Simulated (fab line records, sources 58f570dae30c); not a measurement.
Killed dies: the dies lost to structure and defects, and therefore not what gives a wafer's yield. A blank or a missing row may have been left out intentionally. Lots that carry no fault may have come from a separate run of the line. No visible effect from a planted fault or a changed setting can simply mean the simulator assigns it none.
Lot-split experiment    flow berkeley_cmos170    23 wafers read across 5 lots, on a route 331 steps long

SPLIT DETAILS
At UCB170_GATE_EXPOSE_09 (exposes mask POLY, target cd 350 nm), the setting dose_mj was moved away from the recipe's 21 on 6 of the 23 wafers read, by +3.5% to +5.8%. The other wafers ran this setting at the recipe's value.

FROM THE SPLIT TO THE READING: what the file shows between them, 6 steps
- UCB170_GATE_PEB_10
- UCB170_GATE_DEVELOP_11: develop time 45 s
- UCB170_GATE_CD_MEAS_12: target cd 350 nm
- UCB170_GATE_ETCH_14: etches BARC in N2/H2 (also split here: bias_w)
- UCB170_GATE_ETCH_15: etches poly-Si in HBr/Cl2, stops on SiO2, time 56.3 s, target depth 278.2 nm
- UCB170_GATE_STRIP_16: strips in O2

THE READING
cd_nm at UCB170_GATE_CD_MEAS_90, given in nm (cd target 350 nm). Typical for fault-free wafers on this fab line: 349.8 nm, with standard deviation 1.5 nm.

wafer   tool, chamber at the split  dose_mj as run  against the recipe  cd_nm, nm  against lot-mates on the recipe
L076.1  krf_scanner-02, 0           21              recipe              350.1      -
L076.2  krf_scanner-02, 0           21              recipe              348.4      -
L076.4  krf_scanner-02, 0           21.74           +3.5%               343.8      -5.9
L076.5  krf_scanner-02, 0           21.74           +3.5%               342.3      -7.4
L076.6  krf_scanner-02, 0           21              recipe              350.6      -
L078.1  krf_scanner-02, 0           21              recipe              347.0      -
L078.3  krf_scanner-02, 0           21              recipe              349.3      -
L078.5  krf_scanner-02, 0           21              recipe              348.1      -
L080.1  krf_scanner-02, 0           21              recipe              348.6      -
L080.2  krf_scanner-02, 0           21              recipe              349.1      -
L080.3  krf_scanner-02, 0           22.04           +5.0%               340.1      -8.9
L080.4  krf_scanner-02, 0           21              recipe              349.2      -
L080.5  krf_scanner-02, 0           22.04           +5.0%               340.1      -8.9
L082.1  krf_scanner-02, 0           21              recipe              350.5      -
L082.2  krf_scanner-02, 0           21              recipe              351.4      -
L082.4  krf_scanner-02, 0           21              recipe              350.9      -
L082.5  krf_scanner-02, 0           21              recipe              349.1      -
L082.6  krf_scanner-02, 0           21              recipe              350.4      -
L084.1  krf_scanner-01, 0           21              recipe              349.3      -
L084.2  krf_scanner-01, 0           21              recipe              347.9      -
L084.4  krf_scanner-01, 0           22.22           +5.8%               337.9      -10.8
L084.5  krf_scanner-01, 0           21              recipe              349.0      -
L084.6  krf_scanner-01, 0           22.22           +5.8%               339.7      -9.0

THE FIT
A straight line over all 23 wafers: cd_nm changes by -1.83 nm for each +1% of dose_mj; r = -0.97; the points scatter about the line by 1.1 nm.
The same after taking each lot's own level away (the mean of its wafers on the recipe; 23 wafers): -1.76 nm for each +1%; r = -0.98; scatter 0.78 nm.
According to that fit, moving dose_mj by its largest amount changes the reading by 10 nm.
Measured against the standard deviation above, the lots' own levels, which go from 348.13 to 350.46 nm, span 1.6 times it.
Consequently the slope shifts little with the lot-to-lot level, the two slopes agreeing.
Check: for one of the wafers moved furthest among these (+5.8%), held out of the fit, the line's prediction against its lot-mates is -10.1 nm. It came out at -10.8 nm against them.

ADDITIONAL SPLITS CARRIED BY THESE WAFERS
Before the reading, these wafers also passed through other splits. Each is held against what the fit with the lots' levels taken away leaves over:
other split on the same wafers         wafers away from the commonest value  r with cd_nm (lot level and that fit taken away)
UCB170_PWELL_CVD_05 sih2cl2_flow_sccm  10                                    +0.00
UCB170_ACTIVE_COAT_08 spin_rpm         6                                     -0.24
UCB170_ACTIVE_PEB_11 peb_temp_c        7                                     -0.13
UCB170_FIELD_OXIDATION_01 ox_time_s    15                                    +0.04
UCB170_GATE_ETCH_14 bias_w             10                                    +0.17

THE WHOLE CHAIN: every reading that the file lists as answering this split, in the file's order
step                    what it does                                                                  reading                                                      change (the file's fit)               r (the file's)
UCB170_GATE_CD_MEAS_12  target cd 350 nm                                                              cd_nm                                                        -1.77 nm for each +1% of the setting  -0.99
UCB170_GATE_ETCH_15     etches poly-Si in HBr/Cl2, stops on SiO2, time 56.3 s, target depth 278.2 nm  GATE.cd_nm (the simulator's own value, which no gauge read)  -1.75 nm for each +1% of the setting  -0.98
UCB170_GATE_CD_MEAS_90  target cd 350 nm                                                              cd_nm                                                        -1.77 nm for each +1% of the setting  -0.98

FILE'S OWN FIT
cd_nm changes by -1.77 nm for each +1% of dose_mj, r = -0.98.
